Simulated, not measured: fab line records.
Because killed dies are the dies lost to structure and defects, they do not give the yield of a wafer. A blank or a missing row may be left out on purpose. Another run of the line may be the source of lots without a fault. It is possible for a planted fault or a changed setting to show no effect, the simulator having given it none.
Which tool did it? | flow rit cmos | 16 lots, 48 wafers sampled, at 5 steps of a route of 202

WHAT THE GAUGES READ, wafer by wafer
RIT_NWELL_OVL_MEAS_06. Usual: for NWELL_OVL the level is -1.1 nm and the standard deviation is 1.3.
lot  | measured    | on         | NWELL_OVL (nm) | flag
L423 | day 2 05:23 | overlay-02 | -1.9 -1.6 -2.6 |
L424 | day 2 05:39 | overlay-01 | -0.6 -1.5 0.4  |
L426 | day 2 14:59 | overlay-02 | -0.6 -0.2 -1.6 |
L428 | day 3 00:39 | overlay-02 | -1.7 -1.4 -2.4 |
L429 | day 3 05:31 | overlay-01 | -1.1 -2.2 -1.9 |
L430 | day 3 12:48 | overlay-02 | 0.1 -1.8 -2.2  |
L432 | day 3 19:44 | overlay-02 | -1.1 0.3 -2.8  |
L431 | day 3 20:11 | overlay-01 | -2.2 -2.2 -2.3 |
L433 | day 4 00:06 | overlay-01 | -2.7 -3.1 -2.8 |
L438 | day 5 06:00 | overlay-02 | - - - - - -    | OFF
L439 | day 5 11:58 | overlay-01 | - - - - - -    | OFF
L440 | day 5 13:20 | overlay-01 | - - - - - -    | OFF
L441 | day 5 19:22 | overlay-01 | - - - - - -    | OFF
L442 | day 5 23:31 | overlay-02 | -0.9 -2.1 -2.3 |
L443 | day 6 02:09 | overlay-01 | -1.3 -0.9 -0.4 |
L445 | day 6 13:52 | overlay-01 | -1.0 -0.7 0.3  |

RIT_PRETRO_TW_MEAS_10. Usual: for PRETRO_TW the level is 478 and the standard deviation is 3.9.
lot  | measured    | on            | PRETRO_TW   | flag
L423 | day 2 18:37 | film metro-03 | 483 482 479 |
L424 | day 2 19:05 | film metro-03 | 481 479 483 |
L426 | day 3 03:37 | film metro-04 | 472 475 474 |
L428 | day 3 11:32 | film metro-01 | 477 479 479 |
L429 | day 3 18:19 | film metro-04 | 473 472 470 |
L430 | day 4 00:26 | film metro-01 | 478 479 482 |
L432 | day 4 07:16 | film metro-03 | 479 476 479 |
L431 | day 4 08:35 | film metro-01 | 478 479 479 |
L433 | day 4 13:08 | film metro-04 | 471 471 470 |
L442 | day 6 11:50 | film metro-01 | 479 479 478 |
L443 | day 6 12:46 | film metro-01 | 481 478 477 |
L445 | day 7 01:41 | film metro-01 | 480 480 479 |

EACH LOT AND THE TOOL THAT RAN IT (in order: tool; ch and the chambers of the sampled wafers; start)
lot  | RIT_NWELL_EXPOSE_03                | RIT_PWELL_STRIP_09                  | RIT_NRETRO_STRIP_09
L423 | iline stepper-01 ch 0, day 2 04:58 | plasma asher-04 ch 0, day 2 07:29   | plasma asher-03 ch 0,1, day 2 16:38
L424 | iline stepper-02 ch 0, day 2 05:13 | plasma asher-03 ch 0,1, day 2 07:49 | plasma asher-03 ch 0,1, day 2 17:12
L426 | iline stepper-02 ch 0, day 2 14:26 | plasma asher-04 ch 0,1, day 2 17:26 | plasma asher-03 ch 0,1, day 3 01:46
L428 | iline stepper-02 ch 0, day 3 00:12 | plasma asher-03 ch 0,1, day 3 02:46 | plasma asher-02 ch 0,1, day 3 09:46
L429 | iline stepper-02 ch 0, day 3 05:04 | plasma asher-04 ch 0,1, day 3 07:46 | plasma asher-02 ch 0,1, day 3 16:28
L430 | iline stepper-01 ch 0, day 3 12:22 | plasma asher-04 ch 0,1, day 3 14:47 | plasma asher-03 ch 0,1, day 3 22:41
L432 | iline stepper-02 ch 0, day 3 19:19 | plasma asher-03 ch 0,1, day 3 22:20 | plasma asher-01 ch 0,1, day 4 05:20
L431 | iline stepper-01 ch 0, day 3 19:45 | plasma asher-04 ch 0,1, day 3 22:26 | plasma asher-01 ch 0,1, day 4 06:44
L433 | iline stepper-01 ch 0, day 3 23:29 | plasma asher-04 ch 0,1, day 4 02:13 | plasma asher-02 ch 0,1, day 4 11:01
L438 | iline stepper-01 ch 0, day 5 05:34 | -                                   | -
L439 | iline stepper-01 ch 0, day 5 11:32 | -                                   | -
L440 | iline stepper-01 ch 0, day 5 12:56 | -                                   | -
L441 | iline stepper-01 ch 0, day 5 18:57 | -                                   | -
L442 | iline stepper-02 ch 0, day 5 23:04 | plasma asher-04 ch 0,1, day 6 01:43 | plasma asher-03 ch 0,1, day 6 10:00
L443 | iline stepper-02 ch 0, day 6 01:45 | plasma asher-01 ch 0,1, day 6 04:11 | plasma asher-02 ch 0,1, day 6 11:05
L445 | iline stepper-02 ch 0, day 6 13:28 | plasma asher-04 ch 0,1, day 6 15:59 | plasma asher-01 ch 0,1, day 6 23:59
- RIT_NWELL_EXPOSE_03: exposes mask M2, target cd 43900 nm.
- RIT_PWELL_STRIP_09: strips in O2, time 180 s.
- RIT_NRETRO_STRIP_09: strips in O2, time 180 s.

AS READ BY THE TOOLS THEMSELVES (means over the sampled wafers that have a number; for cases with no such wafer, the mark the record gives instead)
RIT_PWELL_STRIP_09. Usual: drypump motor current A at 5.6 A, with a standard deviation of 0.4.
lot  | tool            | drypump motor current A (A) | flag
L423 | plasma asher-04 | 6.0                         |
L424 | plasma asher-03 | 5.2                         |
L426 | plasma asher-04 | 6.0                         |
L428 | plasma asher-03 | 5.2                         |
L429 | plasma asher-04 | 6.0                         |
L430 | plasma asher-04 | 6.0                         |
L432 | plasma asher-03 | 5.1                         |
L431 | plasma asher-04 | 6.0                         |
L433 | plasma asher-04 | 6.0                         |
L442 | plasma asher-04 | 6.0                         |
L443 | plasma asher-01 | 5.9                         |
L445 | plasma asher-04 | 6.0                         |

RIT_NRETRO_STRIP_09. Usual: drypump motor current A at 5.7 A, with a standard deviation of 0.5.
lot  | tool            | drypump motor current A (A) | flag
L423 | plasma asher-03 | 5.1                         |
L424 | plasma asher-03 | 5.1                         |
L426 | plasma asher-03 | 5.1                         |
L428 | plasma asher-02 | 6.4                         |
L429 | plasma asher-02 | 6.4                         |
L430 | plasma asher-03 | 5.2                         |
L432 | plasma asher-01 | 5.9                         |
L431 | plasma asher-01 | 5.9                         |
L433 | plasma asher-02 | 6.4                         |
L442 | plasma asher-03 | 5.2                         |
L443 | plasma asher-02 | 6.4                         |
L445 | plasma asher-01 | 5.8                         |

THE ANSWER, worked out from the rows above alone
Rule: lot off if the mean of its wafers having a number is beyond 3 standard deviations from the usual mean. Also off: a lot with no number at a reading for which 4 or more lots have one. All remaining lots with rows at the step are treated as sound. First the gauges in route order, then the tools' own readings, where a lot's mean is used as printed above. At the first step where some lot is off, the reading lying furthest off is the one used; lots without a number count as furthest.
Off: at RIT_NWELL_OVL_MEAS_06 (NWELL_OVL), L438, L439, L440, L441. Without a number there: L438, L439, L440, L441.
If a tool, at a process step before that reading, ran all the lots that are off and no sound lot after the first of them, it fits. Gauges at RIT_NWELL_OVL_MEAS_06: tried the same way as those tools. One fits: iline stepper-01 at RIT_NWELL_EXPOSE_03. A fault onset in the window from L433 (day 3 23:29, its last sound lot) to L438 (day 5 05:34, its first lot off) fits.

WHAT THE SIMULATOR PUT IN
Scanner matching overlay: iline stepper-01, from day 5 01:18 on, at RIT_NWELL_EXPOSE_03. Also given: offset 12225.
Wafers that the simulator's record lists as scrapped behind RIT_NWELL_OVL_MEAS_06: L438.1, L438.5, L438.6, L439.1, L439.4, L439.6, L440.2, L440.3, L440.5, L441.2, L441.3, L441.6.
Shown lots that were struck: L438, L439, L440, L441. The rule given above showed the same thing.
